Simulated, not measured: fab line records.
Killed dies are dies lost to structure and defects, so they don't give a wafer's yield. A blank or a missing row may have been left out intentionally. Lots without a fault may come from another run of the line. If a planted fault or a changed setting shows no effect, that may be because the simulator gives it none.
One fault through the eyes of 2 desks | flow berkeley_cmos170 | what lay behind the numbers comes last; until then each desk has only its own

## AT THE METROLOGY DESK
Means of the sampled wafers that have a number, per lot and without regard to the tool the lot ran on: this is what the gauges read. The brackets show how far a lot's mean lies from the usual mean; more than 4 standard deviations puts the lot out of limits, marked OUT.
Columns: A = PWELL_OXIDE_THK at UCB170_PWELL_THK_MEAS_03, usual 26.4 nm
lot  | first seen here | A
L574 | day 2 23:54     | 26.5
L575 | day 3 21:55     | 26.0
L576 | day 3 21:55     | 26.4
L579 | day 4 07:01     | 26.3
L581 | day 4 18:34     | 27.2
L584 | day 5 02:04     | 26.3
L580 | day 5 02:04     | 26.3
L585 | day 5 02:07     | 25.7
L587 | day 5 16:29     | 26.2
L589 | day 6 06:40     | 27.0
L590 | day 6 06:40     | 26.4
L591 | day 6 06:44     | 26.6
L594 | day 6 19:29     | 26.0
L597 | day 7 18:05     | 26.4
This desk's verdict: no lot among the 14 shows anything out of limits.

## FOR THE TOOL OWNER'S DESK: litho_track-02
At UCB170_ACTIVE_SOFTBAKE_09 (time 60 s), the tool's own readings, given per lot that ran on this tool as the mean of the sampled wafers with a number. The brackets show how far a lot's mean lies from the usual mean; more than 4 standard deviations puts the lot out of limits, marked OUT.
Columns: A = heater_power_total_W at UCB170_ACTIVE_SOFTBAKE_09, usual 56.80 W; B = run_length_s at UCB170_ACTIVE_SOFTBAKE_09, usual 89.20 s
lot  | first seen here | A               | B
L581 | day 6 16:17     | 56.81           | 89.30
L580 | day 7 00:01     | 56.76           | 89.31
L591 | day 8 00:38     | 56.80           | 89.26
L589 | day 8 01:05     | 58.07 (+29) OUT | 85.12 (-29) OUT
L594 | day 8 11:23     | 58.11 (+30) OUT | 85.10 (-29) OUT
This desk's verdict: out of limits on L589, L594, starting with L589 at day 8 01:05 (heater_power_total_W at UCB170_ACTIVE_SOFTBAKE_09). In limits: L581, L580, L591.

## TAKEN TOGETHER
At day 8 01:05, on L589, L594, the tool owner's desk was in a position to raise an alarm.
Nothing out of limits was seen by the metrology desk.
The metrology desk holds a record of L589, L594, inside its limits.
On litho_track-02, each named lot ran UCB170_ACTIVE_SOFTBAKE_09.

## WHAT THE SIMULATOR HAD PUT IN
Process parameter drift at UCB170_ACTIVE_SOFTBAKE_09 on litho_track-02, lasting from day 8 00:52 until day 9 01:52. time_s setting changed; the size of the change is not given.
Struck lots among those shown: L589, L594.
Each desk's first reading out of limits, in hours after the fault started: the tool owner's desk, 0.
